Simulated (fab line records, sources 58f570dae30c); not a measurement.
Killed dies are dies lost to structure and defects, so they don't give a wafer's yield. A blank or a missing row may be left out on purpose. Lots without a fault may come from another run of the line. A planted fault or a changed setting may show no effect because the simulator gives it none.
Which tool did it? | flow berkeley_cmos170 | 14 lots, 42 wafers sampled, at 3 steps of a route of 331

WHAT THE GAUGES READ, wafer by wafer
UCB170_V2_CD_MEAS_12: target cd 700 nm. Usual: cd_nm 700.3 nm, standard deviation 1.6.
lot  | measured     | on        | cd_nm (nm)        | flag
L933 | day 9 15:50  | cd_sem-02 | 702.3 703.1 702.0 |
L934 | day 9 04:23  | cd_sem-02 | 701.2 700.6 699.7 |
L935 | day 9 17:23  | cd_sem-02 | 696.9 697.5 696.9 |
L936 | day 9 13:49  | cd_sem-02 | 700.7 700.0 701.3 |
L938 | day 10 00:21 | cd_sem-02 | 700.8 699.4 702.5 |
L937 | day 9 20:01  | cd_sem-01 | 698.7 699.9 698.5 |
L939 | day 10 00:39 | cd_sem-01 | 701.7 701.2 700.4 |
L948 | day 13 00:59 | cd_sem-01 | 701.8 703.8 702.2 |
L950 | day 13 01:29 | cd_sem-02 | 700.9 700.7 700.6 |
L952 | day 14 06:20 | cd_sem-01 | 700.6 699.3 699.4 |
L955 | day 14 22:58 | cd_sem-01 | 700.2 700.1 700.2 |
L954 | day 14 22:46 | cd_sem-01 | 697.2 698.4 696.8 |

WHICH TOOL RAN EACH LOT (tool, then ch and the chambers of the sampled wafers, then the start)
lot  | UCB170_NWELL_STRIP_15               | UCB170_CONTACT_ETCH_18
L933 | plasma_asher-01 ch 0,1, day 3 01:52 | rie_diel-02 ch 0,1, day 9 04:00
L934 | plasma_asher-04 ch 0,1, day 3 02:04 | rie_diel-01 ch 2,3, day 8 15:00
L935 | plasma_asher-03 ch 0,1, day 3 02:19 | rie_diel-03 ch 0,2, day 9 05:00
L936 | plasma_asher-03 ch 0,1, day 3 15:10 | rie_diel-02 ch 0,2, day 9 03:00
L938 | plasma_asher-04 ch 0,1, day 3 22:34 | rie_diel-03 ch 0,1,2, day 9 08:00
L937 | plasma_asher-03 ch 0,1, day 3 22:50 | rie_diel-03 ch 0,1, day 9 06:00
L939 | plasma_asher-01 ch 0,1, day 4 03:36 | rie_diel-02 ch 0,2, day 9 08:00
L942 | plasma_asher-03 ch 0,1, day 4 12:09 | rie_diel-03 ch 1,2, day 10 03:00
L943 | plasma_asher-01 ch 0,1, day 4 19:10 | rie_diel-03 ch 2,3, day 10 15:00
L948 | plasma_asher-04 ch 0,1, day 5 22:02 | rie_diel-02 ch 2,3, day 12 07:00
L950 | plasma_asher-01 ch 0,1, day 6 09:04 | rie_diel-01 ch 0,1,2, day 12 09:00
L952 | plasma_asher-01 ch 0,1, day 6 21:04 | rie_diel-03 ch 0,1,2, day 13 14:00
L955 | plasma_asher-01 ch 1, day 7 07:31   | rie_diel-01 ch 0,1,2, day 14 09:00
L954 | plasma_asher-04 ch 0,1, day 7 07:46 | rie_diel-01 ch 0,1, day 14 08:00
- UCB170_NWELL_STRIP_15: strips in O2.
- UCB170_CONTACT_ETCH_18: etches PSG in CHF3/CF4/Ar, stops on TiSi2, target depth 840 nm, time 195 s.

WHAT THE TOOLS THEMSELVES READ (means of the sampled wafers that have a number; where no wafer has one, the mark that the record gives instead)
UCB170_NWELL_STRIP_15. Usual: drypump_motor_current_A 5.6 A, standard deviation 0.66; oes_product_au 0.720 a.u., standard deviation 0.0045; strip_time_to_endpoint_s 17.99 s, standard deviation 0.1.
lot  | tool            | drypump_motor_current_A (A) | oes_product_au (a.u.) | strip_time_to_endpoint_s (s) | flag
L933 | plasma_asher-01 | 5.3                         | 0.714                 | 17.95                        |
L934 | plasma_asher-04 | 5.6                         | 0.719                 | 18.13                        |
L935 | plasma_asher-03 | 5.5                         | 0.720                 | 17.96                        |
L936 | plasma_asher-03 | 6.0                         | 0.719                 | 17.98                        |
L938 | plasma_asher-04 | 5.5                         | 0.721                 | 17.91                        |
L937 | plasma_asher-03 | 5.5                         | 0.722                 | 17.97                        |
L939 | plasma_asher-01 | 5.3                         | 0.722                 | 17.99                        |
L942 | plasma_asher-03 | 5.5                         | 0.716                 | 18.03                        |
L943 | plasma_asher-01 | 5.7                         | 0.717                 | 17.92                        |
L948 | plasma_asher-04 | 5.6                         | 0.723                 | 18.09                        |
L950 | plasma_asher-01 | 5.3                         | 0.715                 | 18.07                        |
L952 | plasma_asher-01 | 5.7                         | 0.723                 | 18.10                        |
L955 | plasma_asher-01 | 6.2                         | 0.720                 | 18.03                        |
L954 | plasma_asher-04 | 5.6                         | 0.718                 | 17.94                        |

UCB170_CONTACT_ETCH_18. Usual: drypump_motor_current_A 5.7 A, standard deviation 0.38; oes_product_au 0.897 a.u., standard deviation 0.015; throttle_valve_pct 6.93 %, standard deviation 0.1.
lot  | tool        | drypump_motor_current_A (A) | oes_product_au (a.u.) | throttle_valve_pct (%) | flag
L933 | rie_diel-02 | 5.3                         | 0.901                 | 6.97                   |
L934 | rie_diel-01 | 6.0                         | 0.902                 | 6.76                   |
L935 | rie_diel-03 | 5.6                         | 0.876                 | 6.88                   |
L936 | rie_diel-02 | 5.7                         | 0.874                 | 7.03                   |
L938 | rie_diel-03 | 5.4                         | 0.895                 | 6.89                   |
L937 | rie_diel-03 | 5.6                         | 0.893                 | 6.95                   |
L939 | rie_diel-02 | 5.5                         | 0.880                 | 7.05                   |
L942 | rie_diel-03 | 5.0                         | 0.796                 | 6.84                   | OFF
L943 | rie_diel-03 | 5.1                         | 0.789                 | 6.86                   | OFF
L948 | rie_diel-02 | 6.0                         | 0.876                 | 6.99                   |
L950 | rie_diel-01 | 5.8                         | 0.905                 | 6.96                   |
L952 | rie_diel-03 | 5.4                         | 0.891                 | 6.87                   |
L955 | rie_diel-01 | 5.8                         | 0.913                 | 6.96                   |
L954 | rie_diel-01 | 5.8                         | 0.911                 | 7.00                   |

THE ANSWER, worked out from the rows above alone
Rule: a lot is off if the mean of its wafers that have a number lies more than 3 standard deviations from the usual mean. A lot without any number at a reading at which 4 lots or more have one is off too. The other lots that the step has rows for count as sound. The gauges are gone through in route order, then the tools' own readings, and for those a lot's mean is taken as printed above. The first step at which some lot is off is used, and at that step the reading that is off furthest; a lot without a number counts as furthest.
Off: L942, L943, at UCB170_CONTACT_ETCH_18 (oes_product_au).
A tool fits if, at that step or a process step before it, it ran every lot that is off, and no sound lot after the first of them. None of those tried fits.

WHAT THE SIMULATOR HAD PUT IN
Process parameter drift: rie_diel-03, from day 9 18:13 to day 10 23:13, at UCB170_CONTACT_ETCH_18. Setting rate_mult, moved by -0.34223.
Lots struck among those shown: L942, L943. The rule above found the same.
